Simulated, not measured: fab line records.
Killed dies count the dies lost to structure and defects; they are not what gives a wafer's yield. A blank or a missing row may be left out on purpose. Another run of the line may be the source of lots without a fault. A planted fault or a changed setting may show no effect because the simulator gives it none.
One fault through the eyes of 2 desks	flow berkeley-cmos170	every desk sees just its own numbers, and what lay behind them comes last

== THE METROLOGY DESK ==
What the gauges read for every lot (on any tool): the sampled wafers with a number, averaged. Marked OUT: a lot whose mean sits more than 4 standard deviations from the usual mean, which makes it out of limits; the brackets give that distance.
Columns: A = NSD_TW at UCB170_NSD_TW_MEAS_10, usual 4181; B = NSD_RS at UCB170_SDANNEAL_RS_MEAS_03, usual 37.24 ohm/sq
lot	first seen here	A	B
L562	day 6 12:28	4201	37.19
L564	day 6 22:18	4162	37.35
L566	day 7 06:50	4155	37.31
L565	day 7 06:59	4215	37.13
L567	day 8 01:28	4242	37.19
L569	day 8 09:56	4235	37.53
L571	day 8 14:59	4011 (-4.7) OUT	49.29 (+99 or more) OUT
L573	day 8 15:11	4152	37.31
L570	day 8 15:34	4174	37.32
L568	day 8 15:50	4001 (-5.0) OUT	49.15 (+99 or more) OUT
L572	day 9 06:19	4139	37.20
L581	day 10 15:47	4154	37.24
L579	day 10 16:04	4171	37.14
L584	day 11 12:41	4195	37.07
Per this desk, out of limits: L568, L571; the first was L571, day 8 14:59 (NSD_TW at UCB170_NSD_TW_MEAS_10). In limits: L562, L564, L566, L565, L567, L569, L573, L570, L572, L581, L579, L584.

== FOR THE TOOL OWNER'S DESK: implanter-03 ==
The tool's own readings at UCB170_NSD_IMPLANT_08, given as means over the sampled wafers that have a number, one for each lot that went through this tool. Marked OUT: a lot whose mean sits more than 4 standard deviations from the usual mean, which makes it out of limits; the brackets give that distance.
Columns: A = dose-ions-cm2 at UCB170_NSD_IMPLANT_08, usual 3e+15; B = end-station-pressure-torr at UCB170_NSD_IMPLANT_08, usual 1.26e-05 Torr; C = faraday-current-uA at UCB170_NSD_IMPLANT_08, usual 9262
lot	first seen here	A	B	C
L566	day 7 06:33	3e+15	1.24e-05	9286
L567	day 8 01:13	3e+15	1.26e-05	9407
L569	day 8 09:43	3e+15	1.27e-05	9145
L571	day 8 14:44	2e+15 (-99 or more) OUT	9.67e-06 (-4.4) OUT	5862 (-19) OUT
L568	day 8 15:37	2e+15 (-99 or more) OUT	1.01e-05	5781 (-19) OUT
This desk's verdict: out of limits on L568, L571, starting with L571 at day 8 14:44 (dose-ions-cm2 at UCB170_NSD_IMPLANT_08). In limits: L566, L567, L569.

== PUT TOGETHER ==
An alarm could have come from the tool owner's desk at day 8 14:44, on L568, L571.
At day 8 14:59 the metrology desk could have sounded an alarm, on L568, L571.
UCB170_NSD_IMPLANT_08 was run on implanter-03 by each of the lots named.

== WHAT THE SIMULATOR HAD PUT IN ==
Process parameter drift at UCB170_NSD_IMPLANT_08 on implanter-03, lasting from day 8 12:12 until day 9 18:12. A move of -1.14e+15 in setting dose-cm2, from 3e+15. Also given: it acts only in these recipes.
Struck lots among those shown: L568, L571.
Counting hours from when the fault started, the first reading out of limits came at 3 for the tool owner's desk and at 3 for the metrology desk.
